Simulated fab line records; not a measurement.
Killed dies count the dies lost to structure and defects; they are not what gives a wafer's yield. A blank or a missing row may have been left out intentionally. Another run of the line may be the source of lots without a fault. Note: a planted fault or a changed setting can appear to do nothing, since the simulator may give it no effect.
Problem report, 8D (eight disciplines) form, completed by code || flow berkeley_cmos170 || the parts of the form that need people (team, actions taken, sign-off) are left out

## 1. WHAT IS WRONG
M1_AL_RS at UCB170_M1_RS_MEAS_01 reads a mean of 0.1083 ohm/sq on 1 wafer of 1 lot; wafers without a fault read 0.0485 ohm/sq with a standard deviation of 0.00048. So: +99 or more standard deviations from the usual mean.
The step: measures by four-point-probe.
First seen on wafer L462.2, day 10 17:13, on film_metro-02. The record has a number at this step for 38 wafers belonging to 13 lots. Rule for "out", or "out of limits": more than 4 standard deviations from the usual mean. All remaining wafers that have a number are taken as sound.

## 2. WHAT THIS IS AND IS NOT
{"question": "which readings at this step", "is": "M1_AL_RS", "is not": "-"}
{"question": "which lots", "is": "L462", "is not": "L451, L452, L453, L454, L455, L456, L463, L465, L466, L467, L468, L472"}
{"question": "which wafers of those lots", "is": "L462.2", "is not": "L462.3"}
{"question": "read on which gauges", "is": "film_metro-02", "is not": "film_metro-03, film_metro-04"}
{"question": "when", "is": "from day 10 17:13", "is not": "up to then (19 sound wafers); but 18 sound wafers of L463, L465, L466, L467, L468, L472 came after"}

## 3. THE SUSPECTS, EACH WITH WHAT RULES IT OUT
Counting: if a tool at a process step up to the reading ran every lot that is out, it stays a suspect. Sound lots after the first of them don't rule it out here, since some wafers of a struck lot are sound.
- the gauge at UCB170_M1_RS_MEAS_01 is ruled out. All the wafers that are out were read on film_metro-02, but those of them that UCB170_M1_METAL_ETCH_12 has rows for are out there too, on other tools.
- pecvd-04 at UCB170_SPACER_CVD_00 (deposits SiO2 from TEOS/O2, target thk 376 nm, time 47 s): kept. L462, the lot that is out, went through it at day 10 01:08; up to then, the latest sound lot through it was L454 at day 8 16:48.
- plasma_asher-03 at UCB170_BACKSIDE_STRIP_03 (strips in O2): kept. L462, the lot that is out, went through it at day 10 11:23; up to then, the latest sound lot through it was L455 at day 9 02:04.
- pvd_sputter-03 at UCB170_M1_SPUTTER_00 (material Al, target thk 600 nm, time 80 s): kept. L462, the lot that is out, went through it at day 10 17:07; up to then, the latest sound lot through it was L455 at day 9 09:44.
- The sound lot-mates ran in chamber 2 of pecvd-04 at UCB170_SPACER_CVD_00, but the wafers that are out ran in chamber 0.
Still standing after the count: pecvd-04 at UCB170_SPACER_CVD_00, plasma_asher-03 at UCB170_BACKSIDE_STRIP_03, pvd_sputter-03 at UCB170_M1_SPUTTER_00.

## 4. THE CAUSE (what the simulator had put in)
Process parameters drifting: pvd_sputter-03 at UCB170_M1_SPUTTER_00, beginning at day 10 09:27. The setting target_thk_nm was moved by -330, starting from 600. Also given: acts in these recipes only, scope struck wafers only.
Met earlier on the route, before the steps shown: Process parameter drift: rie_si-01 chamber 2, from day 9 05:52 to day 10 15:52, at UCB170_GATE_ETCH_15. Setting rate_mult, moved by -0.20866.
After counting, 3 suspects remain, this tool included.

## 5. THE CHAIN OF EFFECTS, in route order
One row per reading whose mean, taken over the struck wafers that have a number, lies over 3 standard deviations from the usual. Scope: only readings with a usual standard deviation given in the record; hours: median across lots of the time from each lot's start at the first step in this table that gives one to its start at this step; sigmas: change in usual standard deviations.
{"hours": 0, "step": "UCB170_M1_RS_MEAS_01", "reading": "M1_AL_RS", "usual": "0.0485 ohm/sq", "on struck wafers": 0.1083, "change": "+0.0598", "sigmas": "+99 or more"}
{"hours": 0, "step": "UCB170_M1_THK_MEAS_02", "reading": "M1_AL_THK", "usual": "591 nm", "on struck wafers": 272, "change": -319, "sigmas": -54}
{"hours": 2, "step": "UCB170_M1_METAL_ETCH_12", "reading": "oes_product_au", "usual": "0.848 a.u.", "on struck wafers": 0.594, "change": -0.254, "sigmas": -31}
Its process steps:
- UCB170_M1_METAL_ETCH_12: etches Al in Cl2/BCl3, stops on PSG, target depth 780 nm, time 130 s.

## 6. HOW IT WOULD HAVE BEEN CAUGHT EARLIER
The first out-of-limits reading at a measuring or inspecting step in this record came at day 10 17:13, 8 hours after the fault's start at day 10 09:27.
An alarm limit of 4 standard deviations would not have fired on the tool readings at UCB170_M1_SPUTTER_00 for which the record gives a usual standard deviation, since none of them was out on any struck wafer.
The start of UCB170_M1_SPUTTER_00 on pvd_sputter-03 came by day 10 17:13 for every one of the lots that are out (1). A hold on the tool at that time would have spared none of them.
